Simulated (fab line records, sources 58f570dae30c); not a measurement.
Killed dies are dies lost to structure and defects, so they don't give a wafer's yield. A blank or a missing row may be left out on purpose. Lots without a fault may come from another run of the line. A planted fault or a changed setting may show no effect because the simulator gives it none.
A struck lot beside a sound one | flow berkeley_cmos170 | 29 steps out of a route of 331
Sound: wafers L397.1, L397.4, L397.6. Struck: wafers L407.3, L407.5, L407.6. The cause comes at the end.
At each step with rows: each side's tool, then ch and its chambers, then its first start. Under that, the readings that differ: sound wafers | struck wafers | difference of the means | sigmas: that difference in standard deviations of wafers without a fault.
alike: readings whose means differ by less than 2 such deviations, and words and numbers that are the same on both sides. not compared: withheld readings, readings that some wafer has no value for, bounds like >300 that may hide the same value, and numbers for which the record gives no deviation and whose values overlap.
The two part at a step that has a row with sigmas, a row that says differs or no value, or rows on one side only. Numbers that don't overlap but have no deviation are shown without sigmas and don't part them. A reading that every wafer of one side lacks parts them only if that side has two wafers or more.

first, 5 steps without rows for these wafers: UCB170_M1_COAT_04 (resist thk 900 nm); UCB170_M1_SOFTBAKE_05 (time 60 s); UCB170_M1_EXPOSE_06 (exposes mask METAL1, target cd 700 nm); UCB170_M1_PEB_07; UCB170_M1_DEVELOP_08 (develop time 45 s).
UCB170_M1_CD_MEAS_09: target cd 700 nm.
  sound on cd_sem-02, day 10 15:33; struck on cd_sem-02, day 12 11:40
  alike: cd_nm
UCB170_M1_OVL_MEAS_10:
  sound on overlay-01, day 10 15:40; struck on overlay-02, day 12 11:46
  alike: M1_OVL
UCB170_M1_ETCH_11: etches BARC in N2/H2.
  sound on rie_diel-03 ch 0,1,3, day 10 15:43; struck on rie_diel-01 ch 1,2, day 12 11:47
  alike: drypump_motor_current_A, oes_product_au, throttle_valve_pct
UCB170_M1_METAL_ETCH_12: etches Al in Cl2/BCl3, stops on PSG, target depth 780 nm, time 130 s.
  sound on rie_metal-02 ch 0,1, day 10 15:45; struck on rie_metal-02 ch 0,1, day 12 11:52
  alike: drypump_motor_current_A, oes_product_au, throttle_valve_pct
  not compared: rf_hours_counter_h
UCB170_M1_STRIP_13: strips in O2.
  sound on plasma_asher-04 ch 0,1, day 10 15:53; struck on plasma_asher-03 ch 0,1, day 12 12:00
  alike: drypump_motor_current_A, o2_flow_sccm, oes_product_au
  not compared: rf_hours_counter_h
UCB170_M1_CD_MEAS_90: target cd 700 nm.
  sound on cd_sem-02, day 10 15:59; struck on cd_sem-02, day 12 12:09
  alike: cd_nm
then, 1 step without rows for these wafers: UCB170_M1_ANNEAL_14 (time 1200 s).
UCB170_V1_CVD_00: deposits SiO2 from TEOS/O2, target thk 2000 nm, time 250 s.
  sound on pecvd-04 ch 0,2, day 10 17:26; struck on pecvd-04 ch 0,1,2, day 12 13:34
  alike: heater_power_w, pressure_mtorr
UCB170_V1_THK_MEAS_01:
  sound on film_metro-03, day 10 17:35; struck on film_metro-02, day 12 13:44
  reading          | sound          | struck         | difference | sigmas
  V1_TEOS_THK (nm) | 1975 2014 2006 | 1794 1804 1823 | -191       | -7
UCB170_V1_CMP_02: polishes SiO2.
  sound on cmp-02 ch 1,3, day 10 17:42; struck on cmp-02 ch 0,1,2, day 12 13:56
  alike: motor_current_A, slurry_flow_ml_min
UCB170_V1_BOW_MEAS_03:
  sound on film_metro-04, day 10 17:58; struck on film_metro-03, day 12 14:07
  alike: V1_BOW
UCB170_V1_THK_MEAS_04:
  sound on film_metro-04, day 10 18:05; struck on film_metro-03, day 12 14:13
  reading              | sound              | struck            | difference | sigmas
  V1_POLISHED_THK (nm) | 999.5 1000.6 999.9 | 796.4 798.5 798.8 | -202.1     | -99 or more
then, 7 steps without rows for these wafers: UCB170_V1_CLEAN_05 (cleans in DIW); UCB170_V1_HMDS_06 (prime time 60 s); UCB170_V1_COAT_07 (resist thk 900 nm); UCB170_V1_SOFTBAKE_08 (time 60 s); UCB170_V1_EXPOSE_09 (exposes mask VIA1, target cd 700 nm); UCB170_V1_PEB_10; UCB170_V1_DEVELOP_11 (develop time 45 s).
UCB170_V1_CD_MEAS_12: target cd 700 nm.
  sound on cd_sem-01, day 10 19:10; struck on cd_sem-01, day 12 15:45
  alike: cd_nm
UCB170_V1_OVL_MEAS_13:
  sound on overlay-01, day 10 19:17; struck on overlay-02, day 12 15:50
  alike: V1_OVL
UCB170_V1_ETCH_14: etches SiO2 in CHF3/CF4/Ar, stops on Al, target depth 1250 nm, time 291 s.
  sound on rie_diel-02 ch 0,2, day 10 19:19; struck on rie_diel-02 ch 0,1, day 12 15:52
  reading                | sound             | struck            | difference | sigmas
  oes_product_au (a.u.)  | 0.898 0.873 0.895 | 0.770 0.773 0.776 | -0.116     | -11
  throttle_valve_pct (%) | 7.12 6.87 7.10    | 6.87 6.86 6.67    | -0.23      | -2
  alike: drypump_motor_current_A
  not compared: rf_hours_counter_h
UCB170_V1_STRIP_15: strips in O2.
  sound on plasma_asher-04 ch 1, day 10 19:30; struck on plasma_asher-03 ch 0,1, day 12 16:04
  alike: drypump_motor_current_A, o2_flow_sccm, oes_product_au, strip_time_to_endpoint_s
  not compared: rf_hours_counter_h
UCB170_M3_PROBE_99:
  the record has rows for the struck wafers here (prober-02, day 13 01:03) and none for the sound ones

WHERE THEY PART
First at UCB170_V1_THK_MEAS_01; last, within this record, at UCB170_M3_PROBE_99.

WHY: what the simulator had put in
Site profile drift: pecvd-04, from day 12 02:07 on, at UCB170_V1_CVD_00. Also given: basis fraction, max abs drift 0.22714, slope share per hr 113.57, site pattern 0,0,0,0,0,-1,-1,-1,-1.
